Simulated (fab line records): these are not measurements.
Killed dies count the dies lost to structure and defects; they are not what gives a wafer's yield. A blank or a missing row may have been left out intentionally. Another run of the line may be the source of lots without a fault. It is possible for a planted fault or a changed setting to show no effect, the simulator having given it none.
Which tool was responsible? | flow ritCmos | 14 lots (42 wafers sampled), 1 step of a 202-step route

WHAT THE GAUGES READ, wafer by wafer
The record lacks any reading of a measuring or inspecting step that a usual standard deviation could be used to judge.

WHAT TOOL EACH LOT RAN ON (gives the tool, then ch and the chambers of the sampled wafers, and finally the start)
lot  | RIT_PRETRO_COAT_01
L236 | lithoTrack-01 ch 0, day 2 07:20
L237 | lithoTrack-03 ch 0, day 2 10:51
L238 | lithoTrack-03 ch 0, day 2 17:47
L239 | lithoTrack-01 ch 0, day 2 21:12
L240 | lithoTrack-03 ch 0, day 3 02:41
L241 | lithoTrack-03 ch 0, day 3 07:15
L242 | lithoTrack-01 ch 0, day 3 14:01
L244 | lithoTrack-01 ch 0, day 3 23:39
L245 | lithoTrack-01 ch 0, day 4 03:36
L246 | lithoTrack-03 ch 0, day 4 09:58
L248 | lithoTrack-01 ch 0, day 4 22:08
L250 | lithoTrack-01 ch 0, day 5 08:05
L253 | lithoTrack-01 ch 0, day 5 21:12
L258 | lithoTrack-01 ch 0, day 7 00:17
- RIT_PRETRO_COAT_01: resist thk 1300 nm.

AS READ BY THE TOOLS THEMSELVES (means over the sampled wafers that have a number; for cases with no such wafer, the mark the record gives instead)
RIT_PRETRO_COAT_01. Usual: 2000.2 rpm for spinSpeedRpm, sd 1.2.
lot  | tool          | spinSpeedRpm (rpm) | flag
L236 | lithoTrack-01 | 1999.4             | 
L237 | lithoTrack-03 | 2000.0             | 
L238 | lithoTrack-03 | 2000.2             | 
L239 | lithoTrack-01 | 1999.5             | 
L240 | lithoTrack-03 | 2000.1             | 
L241 | lithoTrack-03 | 1998.0             | 
L242 | lithoTrack-01 | 2000.1             | 
L244 | lithoTrack-01 | 2000.2             | 
L245 | lithoTrack-01 | 2000.2             | 
L246 | lithoTrack-03 | 2001.2             | 
L248 | lithoTrack-01 | 2001.2             | 
L250 | lithoTrack-01 | 2000.0             | 
L253 | lithoTrack-01 | 1380.2             | OFF
L258 | lithoTrack-01 | 1380.1             | OFF

THE ANSWER, worked out from the rows above alone
Rule: lot off if the mean of its wafers having a number is beyond 3 standard deviations from the usual mean. Also off: a lot with no number at a reading for which 4 or more lots have one. The other lots that the step has rows for count as sound. First the gauges in route order, then the tools' own readings, where a lot's mean is used as printed above. The first step at which some lot is off is used, and at that step the reading that is off furthest; a lot without a number counts as furthest.
Off: L253, L258, at RIT_PRETRO_COAT_01 (spinSpeedRpm).
If a tool, at that step or one of the process steps before it, ran each lot that is off and ran no sound lot following the first of them, it fits. One candidate fits, namely lithoTrack-01 at RIT_PRETRO_COAT_01. Its last sound lot is L250 (day 5 08:05), its first lot that is off L253 (day 5 21:12): a fault that began between those two fits.
The tool's own readings at RIT_PRETRO_COAT_01 bear it out: on the lots that are off they differ by more than 5 times the standard deviation of the sound lots' means. spinSpeedRpm reads 1380.2 rpm there against 2000.0 rpm on the sound lots.

WHAT THE SIMULATOR HAD PUT IN
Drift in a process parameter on lithoTrack-01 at RIT_PRETRO_COAT_01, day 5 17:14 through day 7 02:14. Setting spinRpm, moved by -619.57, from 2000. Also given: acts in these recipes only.
Shown lots that were struck: L253, L258. The same result came from the rule above.
